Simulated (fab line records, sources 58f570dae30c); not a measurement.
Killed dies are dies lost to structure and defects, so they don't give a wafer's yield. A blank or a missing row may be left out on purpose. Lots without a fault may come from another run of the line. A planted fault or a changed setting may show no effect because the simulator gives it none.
Tool commonality check | flow berkeley_cmos170 | 14 lots, 48 wafers sampled

WHY IT WAS OPENED
At UCB170_V1_CD_MEAS_12 the reading cd_nm is flagged on 2 of 14 lots. Wafers without a fault read 699.5 nm, standard deviation 1.6.
Rule: a lot is flagged when every wafer of it that has a number lies more than 4 standard deviations from that mean, or none has a number. The other lots count as sound.

lot  | measured     | on        | cd_nm (nm), wafer by wafer          | flag
L579 | day 8 01:17  | cd_sem-02 | 699.3 700.2 698.2                   |
L578 | day 8 01:29  | cd_sem-02 | 700.1 700.8 701.1                   |
L580 | day 8 05:46  | cd_sem-02 | 700.3 699.5 700.0                   |
L582 | day 8 11:39  | cd_sem-01 | 696.1 696.8 696.0                   |
L581 | day 8 13:18  | cd_sem-01 | 707.0 707.9 706.8 707.6 707.9 706.9 | FLAGGED
L587 | day 9 00:38  | cd_sem-02 | 708.2 707.6 707.5 708.2 707.5 707.6 | FLAGGED
L590 | day 10 06:13 | cd_sem-01 | 700.7 699.0 701.3                   |
L593 | day 10 12:46 | cd_sem-02 | 701.1 700.6 698.7                   |
L596 | day 11 08:12 | cd_sem-01 | 699.2 700.3 699.6                   |
L599 | day 11 16:43 | cd_sem-02 | 699.4 700.7 699.4                   |
L597 | day 11 16:58 | cd_sem-01 | 697.3 697.5 697.1                   |
L600 | day 11 17:18 | cd_sem-01 | 698.2 698.4 698.6                   |
L598 | day 11 17:44 | cd_sem-01 | 700.5 699.9 701.0                   |
L601 | day 11 23:26 | cd_sem-01 | 698.9 699.5 699.9                   |
The numbers of the flagged lots are 707.6 nm on average: +8.1 nm against the usual, or +5 standard deviations.

WHICH TOOL RAN EACH LOT
The record holds 1 process step before the reading, out of a route of 331 steps. In each cell: the tool, then ch and the chambers that the sampled wafers went through, then the start.
lot  | flag    | UCB170_V1_SOFTBAKE_08
L579 |         | litho_track-01 ch 0, day 8 00:24
L578 |         | litho_track-03 ch 0, day 8 00:37
L580 |         | litho_track-03 ch 0, day 8 04:47
L582 |         | litho_track-03 ch 0, day 8 10:30
L581 | FLAGGED | litho_track-03 ch 0, day 8 11:57
L587 | FLAGGED | litho_track-03 ch 0, day 8 23:59
L590 |         | litho_track-04 ch 0, day 10 05:33
L593 |         | litho_track-04 ch 0, day 10 11:37
L596 |         | litho_track-04 ch 0, day 11 07:12
L599 |         | litho_track-03 ch 0, day 11 16:01
L597 |         | litho_track-01 ch 0, day 11 16:05
L600 |         | litho_track-01 ch 0, day 11 16:37
L598 |         | litho_track-04 ch 0, day 11 16:41
L601 |         | litho_track-01 ch 0, day 11 22:13
What these steps do:
- UCB170_V1_SOFTBAKE_08: time 60 s.
- UCB170_V1_CD_MEAS_12: target cd 700 nm.

FLAGGED OVER TOTAL, TOOL BY TOOL (the gauges that took the reading come last)
step                  | tool           | lots run | flagged | share of the flagged lots | sound lots run after its first flagged lot
UCB170_V1_SOFTBAKE_08 | litho_track-01 | 4        | 0       | none                      | -
UCB170_V1_SOFTBAKE_08 | litho_track-03 | 6        | 2       | all                       | 1 (L599)
UCB170_V1_SOFTBAKE_08 | litho_track-04 | 4        | 0       | none                      | -
UCB170_V1_CD_MEAS_12  | cd_sem-01      | 8        | 1       | some                      | 6 (L590,L596,L597,L600,L598,L601)
UCB170_V1_CD_MEAS_12  | cd_sem-02      | 6        | 1       | some                      | 2 (L593,L599)

WHAT THE TABLE ALLOWS
1 row of the table ran every flagged lot: litho_track-03 at UCB170_V1_SOFTBAKE_08.
- litho_track-03 at UCB170_V1_SOFTBAKE_08: 2 of its 6 lots flagged. Sound lots ran on it after the first flagged one (L599), which a lasting fault on the whole tool wouldn't allow. Its own readings lie more than 4 standard deviations out on every wafer of the flagged lots: heater_power_total_W, plate_temp_C.
No row of the table ran every flagged lot and no sound lot after the first.

WHAT THE SIMULATOR HAD PUT IN
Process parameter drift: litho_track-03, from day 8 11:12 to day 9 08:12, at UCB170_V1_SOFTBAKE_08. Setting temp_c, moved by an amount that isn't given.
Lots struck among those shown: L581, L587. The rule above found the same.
